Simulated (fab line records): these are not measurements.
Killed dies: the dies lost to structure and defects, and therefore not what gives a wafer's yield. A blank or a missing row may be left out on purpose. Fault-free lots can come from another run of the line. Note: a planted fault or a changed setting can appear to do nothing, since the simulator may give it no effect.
fab line records	flow berkeley-cmos170
[record] lots = 5	wafers = 23
route steps=331 shown ZERO@13 NWELL@28 PWELL@42 ACTIVE@62 PVT@122 PLDD@149 NLDD@162 PSD@183 NSD@188
start-h: hours from the record's first day to the start of the lot's first wafer shown	wait-h: time in hours since the lot's previous step	" identical to the entry in the row above	L1.1+2: a single row standing in for several wafers	- no value, or no start given	* or withheld: withheld	< > ~ a bound
route shown NAME@n: a module of which the file shows steps, and the number in the route of the first	usual: the fault-free wafers' mean and standard deviation	same: alike in all rows	chamber/n: place in a boat	sites: readings site by site	_std_site: the values' standard deviation	_edge_site: the outer-site mean with the inner-site mean subtracted	radius-mm: for every site, how far away it sits from the centre of the wafer	mask NAME#n: copy n	behind: the last tool/chamber to shape the wafer	hold: the reason the lot was held/the length of the hold in hours/how it ended	device: the transistor (n, p or np) that didn't switch	end of line: tests run on the same wafers once the route is complete	where a step has no rows: the recipe by itself	killed: the dies lost at the first sort to structure and to defects; this is not the yield of the wafer	map: a wafer's dies, marking killed ones x, the rest . and places with no die _
set.NAME: the setting the step ran with; set.NAME@STEP: the setting that earlier step ran with	model.NAME: the simulator's own value behind a step, which no gauge read
one table per step and one row per wafer, for lots whose settings were changed on purpose
[[steps]]
[step UCB170_ZERO_STRIP_07]
[recipe] chemistry = O2	power-w = 400	pressure-mtorr = 3500	platen-temp-c = withheld	o2-flow-sccm = 400	overash-fraction = 0.5
[usual] strip-time-to-endpoint-s = 21.49/0.062
lot.wafer	tool	chamber	start-h	wait-h	set.o2-flow-sccm	strip-time-to-endpoint-s
L074.1	plasma-asher-04	1	25.22	0.0	419.6	21.36
L074.2	"	0	"	"	419.6	21.35
L074.3	"	0	"	"	419.6	21.35
L074.5	"	1	"	"	400	21.51
L074.6	"	0	"	"	400	21.48
L077.3	plasma-asher-04	1	33.28	0.0	400	21.51
L077.4	"	0	"	"	400	21.39
L077.6	"	1	"	"	400	21.44
L078.1	plasma-asher-04	0	40.42	0.0	364.4	21.65
L078.2	"	1	"	"	364.4	21.73
L078.3	"	0	"	"	400	21.37
L078.4	"	1	"	"	364.4	21.76
L078.5	"	1	"	"	400	21.39
L080.1	plasma-asher-01	0	49.16	0.0	400	21.43
L080.2	"	1	"	"	380.7	21.65
L080.4	"	1	"	"	380.7	21.68
L080.5	"	1	"	"	400	21.51
L080.6	"	0	"	"	380.7	21.62
L085.1	plasma-asher-01	1	79.87	0.0	400	21.53
L085.2	"	0	"	"	421.2	21.35
L085.3	"	1	"	"	421.2	21.35
L085.4	"	0	"	"	400	21.48
L085.6	"	0	"	"	421.2	21.37
[step UCB170_NWELL_IMPLANT_14]
[recipe] species = P	dose-cm2 = 1e+13	energy-kev = 150	tilt-deg = 7
lot.wafer	tool	chamber	start-h	wait-h	set.energy-kev	model.implant.rp-nm	model.implant.drp-nm
L074.1+2+5	implanter-02	0	37.41	0.1	150	186.7	62.72
L074.3+6	"	0	"	"	142.9	177.5	60.39
L077.3+4+6	implanter-02	0	45.18	0.1	150	185.2	62.72
L078.1+3+4	implanter-03	0	56.26	0.1	150	187.1	62.72
L078.2+5	"	0	"	"	155	193.6	64.29
L080.1+4+6	implanter-02	0	64.87	0.1	157.7	193	65.12
L080.2+5	"	0	"	"	150	183.2	62.72
L085.1+3+6	implanter-03	0	96.11	0.1	150	180.9	62.72
L085.2+4	"	0	"	"	154	185.9	63.98
[step UCB170_PWELL_COAT_08]
[recipe] resist = KrF	spin-rpm = 1500	resist-thk-nm = 900
lot.wafer	tool	chamber	start-h	wait-h	set.spin-rpm	model.KrF_of_PWELL_COAT_08.thk-nm
L074.1	litho-track-04	0	62.98	0.1	1419	923.8
L074.2	"	0	"	"	1500	898.6
L074.3	"	0	"	"	1419	923.5
L074.5	"	0	"	"	1419	924.6
L074.6	"	0	"	"	1500	898
L077.3+4	litho-track-04	0	63.48	0.1	1500	900.2
L077.6	"	0	"	"	1500	901.4
L078.1	litho-track-02	0	76.02	0.1	1421	928.1
L078.2	"	0	"	"	1421	927.4
L078.3	"	0	"	"	1500	902.6
L078.4	"	0	"	"	1500	902.4
L078.5	"	0	"	"	1500	901.9
L080.1	litho-track-01	0	87.92	0.1	1528	896.2
L080.2	"	0	"	"	1500	898.4
L080.4	"	0	"	"	1528	893.1
L080.5	"	0	"	"	1500	903.8
L080.6	"	0	"	"	1500	901.2
L085.1	litho-track-02	0	118.18	0.1	1500	898
L085.2	"	0	"	"	1427	921.7
L085.3	"	0	"	"	1500	896.3
L085.4	"	0	"	"	1427	922.3
L085.6	"	0	"	"	1427	920.5
[step UCB170_PWELL_IMPLANT_15]
[recipe] species = B	dose-cm2 = 5e+12	energy-kev = 60	tilt-deg = 7
lot.wafer	tool	chamber	start-h	wait-h	set.dose-cm2
L074.1+5+6	implanter-01	0	64.97	0.1	5e+12
L074.2+3	"	0	"	"	5.283e+12
L077.3+4+6	implanter-01	0	65.29	0.1	5e+12
L078.1+4	implanter-01	0	76.97	0.1	5.263e+12
L078.2+3+5	"	0	"	"	5e+12
L080.1+2+5	implanter-01	0	88.88	0.1	5e+12
L080.4+6	"	0	"	"	4.634e+12
L085.1+3+4	implanter-03	0	119.46	0.1	5e+12
L085.2+6	"	0	"	"	5.14e+12
[step UCB170_PWELL_STRIP_16]
[recipe] chemistry = O2	power-w = 400	pressure-mtorr = 3500	platen-temp-c = withheld	o2-flow-sccm = 400	overash-fraction = 0.5
[usual] strip-time-to-endpoint-s = 18.13/0.071
lot.wafer	tool	chamber	start-h	wait-h	set.spin-rpm@PWELL_COAT_08	strip-time-to-endpoint-s
L074.1	plasma-asher-03	0	65.12	0.1	1419	18.64
L074.2	"	1	"	"	1500	18.08
L074.3	"	1	"	"	1419	18.71
L074.5	"	0	"	"	1419	18.74
L074.6	"	1	"	"	1500	18.09
L077.3	plasma-asher-03	0	65.42	0.1	1500	18.09
L077.4	"	1	"	"	1500	18.00
L077.6	"	1	"	"	1500	18.02
L078.1	plasma-asher-02	1	77.12	0.1	1421	18.71
L078.2	"	0	"	"	1421	18.79
L078.3	"	0	"	"	1500	18.14
L078.4	"	1	"	"	1500	18.21
L078.5	"	1	"	"	1500	18.12
L080.1	plasma-asher-04	1	89.03	0.1	1528	18.01
L080.2	"	0	"	"	1500	17.99
L080.4	"	1	"	"	1528	17.92
L080.5	"	1	"	"	1500	18.21
L080.6	"	0	"	"	1500	18.07
L085.1	plasma-asher-04	0	119.61	0.1	1500	18.03
L085.2	"	1	"	"	1427	18.60
L085.3	"	1	"	"	1500	17.99
L085.4	"	0	"	"	1427	18.62
L085.6	"	0	"	"	1427	18.57
[step UCB170_PWELL_TW_MEAS_17]
[usual] PWELL_TW = 376.6/1.7
lot.wafer	tool	chamber	start-h	wait-h	set.dose-cm2@PWELL_IMPLANT_15	PWELL_TW
L074.1	film-metro-01	-	65.22	0.1	5e+12	377.6
L074.2	"	-	"	"	5.283e+12	382.8
L074.3	"	-	"	"	5.283e+12	383.8
L074.5	"	-	"	"	5e+12	376.8
L074.6	"	-	"	"	5e+12	376.6
L077.3	film-metro-01	-	65.51	0.1	5e+12	375.4
L077.4	"	-	"	"	5e+12	375.6
L077.6	"	-	"	"	5e+12	375.8
L078.1	film-metro-01	-	77.22	0.1	5.263e+12	379.5
L078.2	"	-	"	"	5e+12	375.9
L078.3	"	-	"	"	5e+12	373.5
L078.4	"	-	"	"	5.263e+12	381.9
L078.5	"	-	"	"	5e+12	374.9
L080.1	film-metro-03	-	89.16	0.1	5e+12	374.0
L080.2	"	-	"	"	5e+12	374.8
L080.4	"	-	"	"	4.634e+12	368.3
L080.5	"	-	"	"	5e+12	377.2
L080.6	"	-	"	"	4.634e+12	367.7
L085.1	film-metro-03	-	119.71	0.1	5e+12	379.9
L085.2	"	-	"	"	5.14e+12	380.9
L085.3	"	-	"	"	5e+12	378.3
L085.4	"	-	"	"	5e+12	378.7
L085.6	"	-	"	"	5.14e+12	380.6
[step UCB170_ACTIVE_OXIDATION_02]
[recipe] temp-c = 1000	ambient = O2	target-thk-a = 264	ox-time-s = 1260
lot.wafer	tool	chamber	start-h	wait-h	set.temp-c	model.SiO2_of_ACTIVE_OXIDATION_02.thk-nm
L074.1	-	-	-	5.0	1026	32.98
L074.2	"	-	"	"	1026	32.64
L074.3	"	-	"	"	1026	32.37
L074.5	"	-	"	"	1026	32.65
L074.6	"	-	"	"	1026	33.03
L077.3	furnace-02	0	93.42	5.0	1000	26.08
L077.4	"	0	"	"	1000	25.67
L077.6	"	0	"	"	1000	25.92
L078.1	-	-	-	5.4	979.5	21.17
L078.2	"	-	"	"	979.5	21.41
L078.3	"	-	"	"	979.5	20.86
L078.4	"	-	"	"	979.5	21.52
L078.5	"	-	"	"	979.5	21.4
L080.1	-	-	-	4.5	1023	32.81
L080.2	"	-	"	"	1023	33.08
L080.4	"	-	"	"	1023	33
L080.5	"	-	"	"	1023	33.23
L080.6	"	-	"	"	1023	32.73
L085.1	-	-	-	3.9	1020	31.43
L085.2	"	-	"	"	1020	31.59
L085.3	"	-	"	"	1020	31.08
L085.4	"	-	"	"	1020	31.58
L085.6	"	-	"	"	1020	31.41
[step UCB170_ACTIVE_THK_MEAS_03]
[recipe] reads = SiO2_of_ACTIVE_OXIDATION_02
[usual] ACTIVE_OXIDE_THK = 26.3/0.4
lot.wafer	tool	chamber	start-h	wait-h	set.temp-c@ACTIVE_OXIDATION_02	ACTIVE_OXIDE_THK[nm]
L074.1	film-metro-01	-	-	-	1026	33.0
L074.2	"	-	"	"	1026	32.6
L074.3	"	-	"	"	1026	32.4
L074.5	"	-	"	"	1026	32.7
L074.6	"	-	"	"	1026	33.0
L077.3	film-metro-02	-	94.85	0.1	1000	26.1
L077.4	"	-	"	"	1000	25.7
L077.6	"	-	"	"	1000	25.9
L078.1	film-metro-02	-	-	-	979.5	21.2
L078.2	"	-	"	"	979.5	21.4
L078.3	"	-	"	"	979.5	20.9
L078.4	"	-	"	"	979.5	21.5
L078.5	"	-	"	"	979.5	21.3
L080.1	film-metro-01	-	-	-	1023	32.8
L080.2	"	-	"	"	1023	33.1
L080.4	"	-	"	"	1023	33.0
L080.5	"	-	"	"	1023	33.2
L080.6	"	-	"	"	1023	32.8
L085.1	film-metro-02	-	-	-	1020	31.5
L085.2	"	-	"	"	1020	31.6
L085.3	"	-	"	"	1020	31.1
L085.4	"	-	"	"	1020	31.6
L085.6	"	-	"	"	1020	31.4
[step UCB170_PVT_IMPLANT_07]
[recipe] species = P	dose-cm2 = 2e+12	energy-kev = 30	tilt-deg = 7
lot.wafer	tool	chamber	start-h	wait-h	set.energy-kev	model.implant.rp-nm	model.implant.drp-nm
L074.1+2+3+5+6	implanter-04	0	143.82	0.0	30	37.18	16.56
L077.3+4+6	implanter-04	0	145.04	0.1	30	34.59	16.56
L078.1+2+3+4+5	implanter-03	0	165.81	0.0	30	35.64	16.56
L080.1+4+6	implanter-03	0	166.61	0.0	31.06	37.47	17.05
L080.2+5	"	0	"	"	30	36.26	16.56
L085.1+4+6	implanter-03	0	212.33	0.0	28.23	35.77	15.97
L085.2+3	"	0	"	"	30	37.27	16.56
[step UCB170_PLDD_PEB_04]
[recipe] peb-temp-c = 130	peb-time-s = withheld	resist = KrF
lot.wafer	tool	chamber	start-h	wait-h	set.peb-temp-c
L077.3+4+6	litho-track-02	0	165.07	0.9	130
L074.1+2+3+5+6	litho-track-03	0	165.37	0.6	130
L078.1+2+3+4+5	litho-track-02	0	192.95	0.1	130
L080.1+6	litho-track-02	0	193.23	0.1	130
L080.2+4+5	"	0	"	"	133
L085.1+4	litho-track-02	0	229.72	0.3	132
L085.2+3+6	"	0	"	"	130
[step UCB170_PLDD_DEVELOP_05]
[recipe] developer = TMAH	develop-time-s = 45	resist = KrF	dev-temp-c = 21
[step UCB170_PLDD_CD_MEAS_06]
[recipe] target-cd-nm = 1200
[usual] cd-nm = 1200.2/1.1
lot.wafer	tool	chamber	start-h	wait-h	set.peb-temp-c@PLDD_PEB_04	cd-nm
L077.3	cd-sem-01	-	165.33	-	130	1200.4
L077.4	"	-	"	"	130	1200.1
L077.6	"	-	"	"	130	1199.5
L074.1	cd-sem-01	-	165.65	-	130	1201.0
L074.2	"	-	"	"	130	1200.2
L074.3	"	-	"	"	130	1201.7
L074.5	"	-	"	"	130	1201.1
L074.6	"	-	"	"	130	1199.8
L078.1	cd-sem-01	-	193.23	-	130	1200.6
L078.2	"	-	"	"	130	1199.1
L078.3	"	-	"	"	130	1199.9
L078.4	"	-	"	"	130	1199.4
L078.5	"	-	"	"	130	1200.4
L080.1	cd-sem-02	-	193.50	-	130	1198.7
L080.2	"	-	"	"	133	1215.4
L080.4	"	-	"	"	133	1216.6
L080.5	"	-	"	"	133	1216.0
L080.6	"	-	"	"	130	1199.9
L085.1	cd-sem-02	-	229.99	-	132	1212.4
L085.2	"	-	"	"	130	1201.0
L085.3	"	-	"	"	130	1201.0
L085.4	"	-	"	"	132	1213.1
L085.6	"	-	"	"	130	1200.4
[step UCB170_NLDD_PEB_04]
[recipe] peb-temp-c = 130	peb-time-s = withheld	resist = KrF
lot.wafer	tool	chamber	start-h	wait-h	set.peb-temp-c
L077.3+4+6	litho-track-03	0	167.77	1.0	130
L074.1+2+6	litho-track-03	0	168.00	0.7	132.5
L074.3+5	"	0	"	"	130
L078.1+3+5	litho-track-02	0	195.22	0.3	127.3
L078.2+4	"	0	"	"	130
L080.1+2+4	litho-track-01	0	195.40	0.2	132.4
L080.5+6	"	0	"	"	130
L085.1+3+6	litho-track-02	0	231.89	0.4	132.1
L085.2+4	"	0	"	"	130
[step UCB170_NLDD_DEVELOP_05]
[recipe] developer = TMAH	develop-time-s = 45	resist = KrF	dev-temp-c = 21
[step UCB170_NLDD_CD_MEAS_06]
[recipe] target-cd-nm = 1200
[usual] cd-nm = 1199.6/1.7
lot.wafer	tool	chamber	start-h	wait-h	set.peb-temp-c@NLDD_PEB_04	cd-nm
L077.3	cd-sem-01	-	168.04	-	130	1200.1
L077.4	"	-	"	"	130	1199.3
L077.6	"	-	"	"	130	1199.0
L074.1	cd-sem-02	-	168.27	-	132.5	1213.1
L074.2	"	-	"	"	132.5	1214.7
L074.3	"	-	"	"	130	1198.6
L074.5	"	-	"	"	130	1198.4
L074.6	"	-	"	"	132.5	1214.5
L078.1	cd-sem-02	-	195.51	-	127.3	1178.6
L078.2	"	-	"	"	130	1200.2
L078.3	"	-	"	"	127.3	1178.7
L078.4	"	-	"	"	130	1199.8
L078.5	"	-	"	"	127.3	1179.4
L080.1	cd-sem-02	-	195.68	-	132.4	1217.2
L080.2	"	-	"	"	132.4	1218.1
L080.4	"	-	"	"	132.4	1216.4
L080.5	"	-	"	"	130	1202.6
L080.6	"	-	"	"	130	1203.3
L085.1	cd-sem-02	-	232.17	-	132.1	1213.3
L085.2	"	-	"	"	130	1199.3
L085.3	"	-	"	"	132.1	1211.8
L085.4	"	-	"	"	130	1199.2
L085.6	"	-	"	"	132.1	1212.9
[step UCB170_PSD_IMPLANT_08]
[recipe] species = B	dose-cm2 = 3e+15	energy-kev = 20	tilt-deg = 7
lot.wafer	tool	chamber	start-h	wait-h	set.energy-kev	model.implant.rp-nm	model.implant.drp-nm
L077.3+4+6	implanter-02	0	177.96	0.1	20	66.46	28.34
L074.1+5+6	implanter-01	0	178.14	0.0	20	66.09	28.34
L074.2+3	"	0	"	"	19.61	64.82	27.95
L078.1+4	implanter-04	0	206.23	0.0	20.9	67.55	29.34
L078.2+3+5	"	0	"	"	20	64.67	28.34
L080.1+4+5	implanter-02	0	206.42	0.0	20	67.03	28.34
L080.2+6	"	0	"	"	18.9	63.38	27.23
L085.1+2	implanter-04	0	240.14	0.0	20	65.91	28.34
L085.3+4+6	"	0	"	"	19.17	63.21	27.51
[step UCB170_PSD_STRIP_09]
[recipe] chemistry = O2	power-w = 400	pressure-mtorr = 3500	platen-temp-c = withheld	o2-flow-sccm = 400	overash-fraction = 0.5
[usual] strip-time-to-endpoint-s = 29.39/0.074
lot.wafer	tool	chamber	start-h	wait-h	set.energy-kev@PSD_IMPLANT_08	strip-time-to-endpoint-s
L077.3	plasma-asher-04	1	178.09	0.1	20	29.33
L077.4	"	0	"	"	20	29.39
L077.6	"	0	"	"	20	29.25
L074.1	plasma-asher-02	0	178.29	0.1	20	29.47
L074.2	"	1	"	"	19.61	29.32
L074.3	"	1	"	"	19.61	29.25
L074.5	"	0	"	"	20	29.48
L074.6	"	1	"	"	20	29.49
L078.1	plasma-asher-02	0	206.38	0.1	20.9	29.72
L078.2	"	1	"	"	20	29.40
L078.3	"	1	"	"	20	29.40
L078.4	"	0	"	"	20.9	29.76
L078.5	"	1	"	"	20	29.42
L080.1	plasma-asher-03	0	206.57	0.1	20	29.56
L080.2	"	1	"	"	18.9	28.94
L080.4	"	0	"	"	20	29.48
L080.5	"	1	"	"	20	29.60
L080.6	"	0	"	"	18.9	28.94
L085.1	plasma-asher-02	0	240.29	0.1	20	29.37
L085.2	"	1	"	"	20	29.34
L085.3	"	1	"	"	19.17	29.01
L085.4	"	0	"	"	19.17	28.90
L085.6	"	0	"	"	19.17	28.95
[step UCB170_PSD_TW_MEAS_10]
[usual] PSD_TW = 2321/12
lot.wafer	tool	chamber	start-h	wait-h	set.energy-kev@PSD_IMPLANT_08	PSD_TW
L077.3	film-metro-01	-	178.18	0.1	20	2322
L077.4	"	-	"	"	20	2295
L077.6	"	-	"	"	20	2306
L074.1	film-metro-04	-	178.39	0.1	20	2322
L074.2	"	-	"	"	19.61	2321
L074.3	"	-	"	"	19.61	2315
L074.5	"	-	"	"	20	2322
L074.6	"	-	"	"	20	2320
L078.1	film-metro-04	-	206.48	0.1	20.9	2340
L078.2	"	-	"	"	20	2322
L078.3	"	-	"	"	20	2316
L078.4	"	-	"	"	20.9	2342
L078.5	"	-	"	"	20	2321
L080.1	film-metro-01	-	206.67	0.1	20	2331
L080.2	"	-	"	"	18.9	2305
L080.4	"	-	"	"	20	2324
L080.5	"	-	"	"	20	2343
L080.6	"	-	"	"	18.9	2281
L085.1	film-metro-02	-	240.39	0.1	20	2325
L085.2	"	-	"	"	20	2336
L085.3	"	-	"	"	19.17	2300
L085.4	"	-	"	"	19.17	2310
L085.6	"	-	"	"	19.17	2299
[step UCB170_NSD_COAT_01]
[recipe] resist = KrF	spin-rpm = 1500	resist-thk-nm = 900
lot.wafer	tool	chamber	start-h	wait-h	set.resist-thk-nm	model.KrF_of_NSD_COAT_01.thk-nm
L077.3	litho-track-01	0	178.75	0.1	900	904.7
L077.4	"	0	"	"	900	902.9
L077.6	"	0	"	"	900	905.9
L074.1	litho-track-03	0	178.93	0.1	900	900.9
L074.2	"	0	"	"	928.5	930
L074.3	"	0	"	"	928.5	929.6
L074.5	"	0	"	"	928.5	932.1
L074.6	"	0	"	"	900	901.4
L078.1	litho-track-01	0	206.86	0.1	900	898.7
L078.2	"	0	"	"	885.3	881.9
L078.3	"	0	"	"	885.3	883.6
L078.4	"	0	"	"	900	898.1
L078.5	"	0	"	"	900	898.5
L080.1	litho-track-01	0	207.31	0.1	947.8	949.2
L080.2	"	0	"	"	900	899
L080.4	"	0	"	"	947.8	947.5
L080.5	"	0	"	"	900	899.9
L080.6	"	0	"	"	900	896.8
L085.1	litho-track-04	0	242.87	0.1	900	899.6
L085.2	"	0	"	"	900	901.2
L085.3	"	0	"	"	900	902.5
L085.4	"	0	"	"	900	898.5
L085.6	"	0	"	"	900	901
[step UCB170_NSD_SOFTBAKE_02]
[recipe] resist = KrF	temp-c = 130	time-s = 60
[step UCB170_NSD_EXPOSE_03]
[recipe] mask-id = NSELECT_MOD	na = 0.5	sigma-outer = 0.6	source-shape = conventional	target-cd-nm = 1200	dose-mj = 30
[step UCB170_NSD_IMPLANT_08]
[recipe] species = P	dose-cm2 = 3e+15	energy-kev = 40	tilt-deg = 7
[step UCB170_NSD_STRIP_09]
[recipe] chemistry = O2	power-w = 400	pressure-mtorr = 3500	platen-temp-c = withheld	o2-flow-sccm = 400	overash-fraction = 0.5
[usual] strip-time-to-endpoint-s = 35.88/0.07
lot.wafer	tool	chamber	start-h	wait-h	set.resist-thk-nm@NSD_COAT_01	strip-time-to-endpoint-s
L077.3	plasma-asher-03	1	180.10	0.1	900	35.98
L077.4	"	0	"	"	900	35.88
L077.6	"	0	"	"	900	36.00
L074.1	plasma-asher-01	1	180.18	0.1	900	35.91
L074.2	"	0	"	"	928.5	36.61
L074.3	"	0	"	"	928.5	36.61
L074.5	"	1	"	"	928.5	36.60
L074.6	"	0	"	"	900	35.89
L078.1	plasma-asher-03	1	207.91	0.1	900	35.81
L078.2	"	0	"	"	885.3	35.39
L078.3	"	0	"	"	885.3	35.43
L078.4	"	1	"	"	900	35.81
L078.5	"	1	"	"	900	35.81
L080.1	plasma-asher-02	0	208.31	0.1	947.8	37.07
L080.2	"	1	"	"	900	35.91
L080.4	"	0	"	"	947.8	37.05
L080.5	"	1	"	"	900	35.89
L080.6	"	0	"	"	900	35.81
L085.1	plasma-asher-01	0	244.15	0.1	900	35.80
L085.2	"	1	"	"	900	35.86
L085.3	"	0	"	"	900	35.81
L085.4	"	1	"	"	900	35.76
L085.6	"	0	"	"	900	35.79
[[key]]
[split] step = UCB170_ZERO_STRIP_07	setting = o2-flow-sccm	stated = 400	by = wafer
[response] step = UCB170_ZERO_STRIP_07	reading = strip-time-to-endpoint-s	change = *	per = 1%	r = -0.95
[split] step = UCB170_NWELL_IMPLANT_14	setting = energy-kev	stated = 150	by = wafer
[response] step = UCB170_NWELL_IMPLANT_14	reading = model.implant.rp-nm	change = +1.92	per = 1%	r = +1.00
[response] step = UCB170_NWELL_IMPLANT_14	reading = model.implant.drp-nm	change = +0.477	per = 1%	r = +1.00
[split] step = UCB170_PWELL_COAT_08	setting = spin-rpm	stated = 1500	by = wafer
[response] step = UCB170_PWELL_COAT_08	reading = model.KrF_of_PWELL_COAT_08.thk-nm	change = -4.79	per = 1%	r = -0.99
[response] step = UCB170_PWELL_STRIP_16	reading = strip-time-to-endpoint-s	change = *	per = 1%	r = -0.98
[split] step = UCB170_PWELL_IMPLANT_15	setting = dose-cm2	stated = 5e+12	by = wafer
[response] step = UCB170_PWELL_TW_MEAS_17	reading = PWELL_TW	change = +1.03	per = 1%	r = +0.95
[split] step = UCB170_ACTIVE_OXIDATION_02	setting = temp-c	stated = 1000	by = lot
[response] step = UCB170_ACTIVE_OXIDATION_02	reading = model.SiO2_of_ACTIVE_OXIDATION_02.thk-nm	change = +2.57	per = 1%	r = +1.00
[response] step = UCB170_ACTIVE_THK_MEAS_03	reading = ACTIVE_OXIDE_THK	change = +2.58	per = 1%	r = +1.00
[split] step = UCB170_PVT_IMPLANT_07	setting = energy-kev	stated = 30	by = wafer
[response] step = UCB170_PVT_IMPLANT_07	reading = model.implant.rp-nm	change = +0.278	per = 1%	r = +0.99
[response] step = UCB170_PVT_IMPLANT_07	reading = model.implant.drp-nm	change = +0.111	per = 1%	r = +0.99
[split] step = UCB170_PLDD_PEB_04	setting = peb-temp-c	stated = 130	by = wafer
[response] step = UCB170_PLDD_CD_MEAS_06	reading = cd-nm	change = +7.41	per = 1%	r = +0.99
[split] step = UCB170_NLDD_PEB_04	setting = peb-temp-c	stated = 130	by = wafer
[response] step = UCB170_NLDD_CD_MEAS_06	reading = cd-nm	change = +8.68	per = 1%	r = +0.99
[split] step = UCB170_PSD_IMPLANT_08	setting = energy-kev	stated = 20	by = wafer
[response] step = UCB170_PSD_IMPLANT_08	reading = model.implant.rp-nm	change = +0.653	per = 1%	r = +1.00
[response] step = UCB170_PSD_IMPLANT_08	reading = model.implant.drp-nm	change = +0.206	per = 1%	r = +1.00
[response] step = UCB170_PSD_STRIP_09	reading = strip-time-to-endpoint-s	change = *	per = 1%	r = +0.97
[response] step = UCB170_PSD_TW_MEAS_10	reading = PSD_TW	change = +6.07	per = 1%	r = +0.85
[split] step = UCB170_NSD_COAT_01	setting = resist-thk-nm	stated = 900	by = wafer
[response] step = UCB170_NSD_COAT_01	reading = model.KrF_of_NSD_COAT_01.thk-nm	change = +9.37	per = 1%	r = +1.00
[response] step = UCB170_NSD_STRIP_09	reading = strip-time-to-endpoint-s	change = *	per = 1%	r = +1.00
